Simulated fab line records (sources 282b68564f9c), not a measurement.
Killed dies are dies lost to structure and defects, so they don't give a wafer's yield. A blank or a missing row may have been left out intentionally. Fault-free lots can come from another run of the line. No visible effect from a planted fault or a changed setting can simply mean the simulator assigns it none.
A lot that was struck, set against a sound lot ; flow rit-cmos ; 17 steps out of a route of 202
Sound: the wafers L346.1, L346.3, L346.5. Struck: wafers L355.1, L355.4, L355.5. The cause is given at the end.
Order at every step that has rows: each side's tool, ch and its chambers, its first start. Under that, the readings that differ: sound wafers ; struck wafers ; difference of the means ; sigmas: that difference in standard deviations of wafers without a fault.
alike: a reading whose means differ by less than 2 such deviations, as well as words and numbers matching on both sides. not compared: withheld readings; readings where some wafer has no value; bounds like >300 that might hide an equal value; numbers whose values overlap and for which the record gives no deviation.
The two part at a step that has a row with sigmas, a row that says differs or no value, or rows on one side only. Numbers that don't overlap but have no deviation are shown without sigmas and don't part them. A reading missing from all wafers of one side parts the sides only when that side holds two or more wafers.

first, 2 steps without rows for these wafers: RIT_NRETRO_HARDBAKE_07 (time 120 s); RIT_NRETRO_IMPLANT_08.
RIT_NRETRO_STRIP_09: strips in O2, time 180 s.
  sound on plasma-asher-04 ch 0,1, day 4 15:04; struck on plasma-asher-02 ch 0,1, day 7 04:39
  alike: drypump-motor-current-A
  not compared: rf-hours-counter-h
RIT_NRETRO_TW_MEAS_10:
  sound on film-metro-03 at day 4 15:14; struck on film-metro-02 at day 7 04:49
  alike: NRETRO_TW
then, 6 steps without rows for these wafers: RIT_PRETRO_HMDS_00 (prime time 60 s); RIT_PRETRO_COAT_01 (resist thk 1300 nm); RIT_PRETRO_SOFTBAKE_02 (time 60 s); RIT_PRETRO_EXPOSE_03 (exposes mask M5, target cd 43700 nm); RIT_PRETRO_PEB_04; RIT_PRETRO_DEVELOP_05 (develop time 68 s).
RIT_PRETRO_OVL_MEAS_06:
  sound on overlay-01 at day 4 16:11; struck on overlay-01 at day 7 05:47
  alike: PRETRO_OVL
then, 1 step without rows for these wafers: RIT_PRETRO_HARDBAKE_07 (time 120 s).
RIT_PRETRO_IMPLANT_08:
  sound on implanter-04 ch 0, day 4 16:31; struck on implanter-04 ch 0, day 7 06:23
RIT_PRETRO_STRIP_09: strips in O2, time 180 s.
  sound on plasma-asher-02 ch 0,1, day 4 16:40; struck on plasma-asher-04 ch 0,1, day 7 06:32
  alike: drypump-motor-current-A
  not compared: rf-hours-counter-h
RIT_PRETRO_TW_MEAS_10:
  sound on film-metro-02 at day 4 16:51; struck on film-metro-04 at day 7 06:43
reading;sound;struck;difference;sigmas
PRETRO_TW;479 480 478;583 582 583;+104;+30
then, 1 step without rows for these wafers: RIT_GATE_WET_ETCH_00 (etches SiO2 in BOE, target depth 56 nm, time 60 s).
RIT_M1_PROBE_99:
  sound on prober-02 at day 5 23:28; struck on prober-02 at day 8 13:53
  alike: killed-at-contacts, killed-at-front-end, killed-dies, killed-open, killed-short

== WHERE THEY PART ==
RIT_PRETRO_TW_MEAS_10 only, going by this record. Later steps at which nothing parts them and some readings are alike: RIT_M1_PROBE_99.

WHY: the cause the simulator had injected
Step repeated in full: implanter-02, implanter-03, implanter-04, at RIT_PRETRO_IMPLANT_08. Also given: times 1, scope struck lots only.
